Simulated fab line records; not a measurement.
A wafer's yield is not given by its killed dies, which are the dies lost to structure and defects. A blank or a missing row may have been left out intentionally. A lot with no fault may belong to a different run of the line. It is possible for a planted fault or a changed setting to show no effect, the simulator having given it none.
Lot-split experiment | flow berkeley cmos170 | 23 wafers read from 5 lots, route of 331 steps

THE SPLIT ITSELF
At UCB170_PSD_IMPLANT_08, the setting energy kev was moved away from the recipe's 20 on 9 of the 23 wafers read, by -4.7% to -3.4%. All remaining wafers had this setting at the recipe value.

The split's own step is where the reading is taken.

THE READING
The simulator's own value implant.drp nm, read by no gauge, in nm at UCB170_PSD_IMPLANT_08. The file gives no usual value for it.

wafer  | tool, chamber at the split | energy kev as run | against the recipe | implant.drp nm, nm | against lot-mates on the recipe
L074.1 | implanter-01, 0            | 20                | recipe             | 28.34              | -
L074.4 | implanter-01, 0            | 20                | recipe             | 28.34              | -
L074.2 | implanter-01, 0            | 19.33             | -3.4%              | 27.67              | -0.67
L074.3 | implanter-01, 0            | 19.33             | -3.4%              | 27.67              | -0.67
L074.6 | implanter-01, 0            | 19.33             | -3.4%              | 27.67              | -0.67
L078.1 | implanter-01, 0            | 20                | recipe             | 28.34              | -
L078.2 | implanter-01, 0            | 20                | recipe             | 28.34              | -
L078.3 | implanter-01, 0            | 20                | recipe             | 28.34              | -
L078.4 | implanter-01, 0            | 20                | recipe             | 28.34              | -
L078.5 | implanter-01, 0            | 20                | recipe             | 28.34              | -
L081.3 | implanter-02, 0            | 20                | recipe             | 28.34              | -
L081.5 | implanter-02, 0            | 20                | recipe             | 28.34              | -
L081.6 | implanter-02, 0            | 20                | recipe             | 28.34              | -
L084.2 | implanter-04, 0            | 19.06             | -4.7%              | 27.4               | -0.94
L084.3 | implanter-04, 0            | 19.06             | -4.7%              | 27.4               | -0.94
L084.5 | implanter-04, 0            | 19.06             | -4.7%              | 27.4               | -0.94
L084.4 | implanter-04, 0            | 20                | recipe             | 28.34              | -
L084.6 | implanter-04, 0            | 20                | recipe             | 28.34              | -
L083.1 | implanter-02, 0            | 20                | recipe             | 28.34              | -
L083.4 | implanter-02, 0            | 20                | recipe             | 28.34              | -
L083.3 | implanter-02, 0            | 19.22             | -3.9%              | 27.56              | -0.78
L083.5 | implanter-02, 0            | 19.22             | -3.9%              | 27.56              | -0.78
L083.6 | implanter-02, 0            | 19.22             | -3.9%              | 27.56              | -0.78

THE FIT
A straight line over all 23 wafers: implant.drp nm changes by +0.2 nm for each +1% of energy kev; r = +1.00; the points scatter about the line by 0 nm.
The same after taking each lot's own level away (the mean of its wafers on the recipe; 23 wafers): +0.2 nm for each +1%; r = +1.00; scatter 0 nm.
Per that fit: largest energy kev move, reading shift of 0.94 nm.
The lots' own levels span 28.340 to 28.340 nm.
The two slopes are in agreement: the lot-to-lot level therefore moves the slope only a little.
Check: with one of the wafers moved furthest among these (-4.7%) left out of the fit, the line predicts -0.94 nm for it against its lot-mates. Against them it came out at -0.94 nm.

FURTHER SPLITS ON THESE WAFERS
Before the reading, these wafers also passed through other splits. Each is held against what the fit with the lots' levels taken away leaves over:
other split on the same wafers        | wafers away from the commonest value | r with implant.drp nm (lot level and that fit taken away)
UCB170_GATE_DEVELOP_11 develop time s | 10                                   | +0.34
UCB170_NLDD_IMPLANT_08 dose cm2       | 6                                    | -0.14

THE WHOLE CHAIN: every reading that the file lists as answering this split, in the file's order
step                  | what it does | reading                                                         | change (the file's fit)               | r (the file's)
UCB170_PSD_IMPLANT_08 |              | implant.rp nm (the simulator's own value, which no gauge read)  | +0.643 nm for each +1% of the setting | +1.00
UCB170_PSD_IMPLANT_08 |              | implant.drp nm (the simulator's own value, which no gauge read) | +0.2 nm for each +1% of the setting   | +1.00
UCB170_PSD_STRIP_09   | strips in O2 | strip time to endpoint s                                        | withheld for each +1% of the setting  | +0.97

FILE'S OWN FIT
implant.drp nm changes by +0.2 nm for each +1% of energy kev, r = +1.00.
